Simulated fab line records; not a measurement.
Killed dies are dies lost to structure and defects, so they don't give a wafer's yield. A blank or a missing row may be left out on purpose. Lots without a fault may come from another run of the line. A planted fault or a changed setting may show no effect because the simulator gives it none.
A struck lot beside a sound one -- flow berkeley cmos170 -- 14 steps out of a route of 331
Sound: the wafers L582.3, L582.4, L582.5. Wafers L595.1, L595.2, L595.5 were the ones struck. At the end, the cause is stated.
Per side, at each step with rows, come the tool, then ch with its chambers, and then its first start. Under that, the readings that differ: sound wafers -- struck wafers -- difference of the means -- sigmas: that difference in standard deviations of wafers without a fault.
alike: a reading whose means differ by less than 2 such deviations, as well as words and numbers matching on both sides. not compared: withheld readings; readings where some wafer has no value; bounds like >300 that might hide an equal value; numbers whose values overlap and for which the record gives no deviation.
Wherever a step has rows on one side only, a row that says differs or no value, or a row with sigmas, the two part there. Numbers that have no deviation but don't overlap get no sigmas and don't part them. A reading missing from all wafers of one side parts the sides only when that side holds two or more wafers.

first, 1 step without rows for these wafers: UCB170_PSD_DEVELOP_05 (develop time 45 s).
UCB170_PSD_CD_MEAS_06: target cd 1200 nm.
  sound on cd sem-02, day 7 01:11; struck on cd sem-02, day 9 10:31
  alike: cd nm
UCB170_PSD_OVL_MEAS_07:
  sound on overlay-01, day 7 01:17; struck on overlay-01, day 9 10:38
  alike: PSD_OVL
following that, these wafers have no rows for 1 step: UCB170_PSD_IMPLANT_08.
UCB170_PSD_STRIP_09: strips in O2.
  sound on plasma asher-01 ch 0,1, day 7 01:29; struck on plasma asher-01 ch 0,1, day 9 10:49
  alike: drypump motor current A, oes product au, strip time to endpoint s
  not compared: rf hours counter h
UCB170_PSD_TW_MEAS_10:
  sound on film metro-01, day 7 01:35; struck on film metro-03, day 9 10:56
reading,sound,struck,difference,sigmas
PSD_TW,2331 2346 2346,2296 2290 2309,-43,-2
then, 6 steps without rows for these wafers: UCB170_PSD_CLEAN_11 (cleans in SPM, time 600 s); UCB170_NSD_HMDS_00 (prime time 60 s); UCB170_NSD_COAT_01 (resist thk 900 nm); UCB170_NSD_SOFTBAKE_02 (time 60 s); UCB170_NSD_EXPOSE_03 (exposes mask NSELECT MOD, target cd 1200 nm); UCB170_NSD_PEB_04.
UCB170_NSD_DEVELOP_05: develop time 45 s.
  struck on litho track-03, day 9 12:00; sound on litho track-04 ch 0, day 7 03:00
  no value came back on the struck wafers for chill plate temp C (C), develop time s (s); on the sound wafers chill plate temp C (C) reads 23.06 22.89 23.13
reading,sound,struck,difference,sigmas
model.KrF_of_NSD_COAT_01.thk nm (nm),884.5 883.6 880.9,896.7 898 896.1,+13.9,
UCB170_NSD_CD_MEAS_06: target cd 1200 nm.
  sound on cd sem-02, day 7 03:11; struck on cd sem-02, day 9 12:22
reading,sound,struck,difference,sigmas
cd nm (nm),1198.2 1200.3 1199.4,- - -,no value on the struck wafers,

## WHERE THEY PART
At UCB170_PSD_TW_MEAS_10 first; at UCB170_NSD_CD_MEAS_06 last (within this record only).

WHY: what the simulator had put in
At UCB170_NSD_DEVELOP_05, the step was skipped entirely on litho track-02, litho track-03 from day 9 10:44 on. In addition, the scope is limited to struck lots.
